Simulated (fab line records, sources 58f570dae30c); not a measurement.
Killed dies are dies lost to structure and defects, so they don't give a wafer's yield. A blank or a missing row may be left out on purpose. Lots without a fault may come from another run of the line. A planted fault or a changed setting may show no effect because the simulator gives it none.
Which tool did it? | flow berkeley_cmos170 | 7 lots, 21 wafers sampled, at 2 steps of a route of 331

WHAT THE GAUGES READ, wafer by wafer
UCB170_M1_CD_MEAS_09: target cd 700 nm.
lot  | measured     | on        | cd_nm (nm)
L768 | day 9 02:32  | cd_sem-01 | 701.2 701.2 700.0
L770 | day 9 02:23  | cd_sem-02 | 697.6 699.4 697.1
L773 | day 9 16:05  | cd_sem-01 | 700.7 700.2 700.4
L775 | day 10 12:32 | cd_sem-01 | 703.0 703.0 701.8
L779 | day 10 23:01 | cd_sem-01 | 700.6 698.1 700.6
L783 | day 12 02:20 | cd_sem-02 | - - -
L788 | day 13 10:01 | cd_sem-01 | 698.6 700.3 699.4

WHICH TOOL RAN EACH LOT (tool, then ch and the chambers of the sampled wafers, then the start)
lot  | UCB170_M1_EXPOSE_06
L768 | krf_scanner-01 ch 0, day 9 02:02
L770 | krf_scanner-02 ch 0, day 9 01:47
L773 | krf_scanner-02 ch 0, day 9 15:41
L775 | krf_scanner-02 ch 0, day 10 11:47
L779 | krf_scanner-01 ch 0, day 10 22:04
L783 | krf_scanner-01, day 12 01:51
L788 | krf_scanner-02 ch 0, day 13 09:38
- UCB170_M1_EXPOSE_06: exposes mask METAL1, target cd 700 nm.

THE ANSWER, worked out from the rows above alone
Rule: what is usual is taken from the lots themselves. Put in order of their means at a reading, lots are off if they are a third of the lots or fewer, leave a main group of 4 or more, and stand apart from it by a gap of 3 or more times the standard deviation of the main group's means; of several such gaps the widest counts. A main group whose means are all the same, to the digits that the tables above print for the reading, isn't used. A lot without any number at a reading at which 4 lots or more have one is off too. The other lots that the step has rows for count as sound.
Off: L783, at UCB170_M1_CD_MEAS_09 (cd_nm). Without a number there: L783. The main group: mean 700.2 nm, standard deviation 1.4.
A tool fits if, at a process step before that reading, it ran every lot that is off, and no sound lot after the first of them. The gauges at UCB170_M1_CD_MEAS_09 are tried like those tools. Can't be told from this: 2 tools fit, krf_scanner-01 at UCB170_M1_EXPOSE_06, cd_sem-02 at UCB170_M1_CD_MEAS_09.

WHAT THE SIMULATOR HAD PUT IN
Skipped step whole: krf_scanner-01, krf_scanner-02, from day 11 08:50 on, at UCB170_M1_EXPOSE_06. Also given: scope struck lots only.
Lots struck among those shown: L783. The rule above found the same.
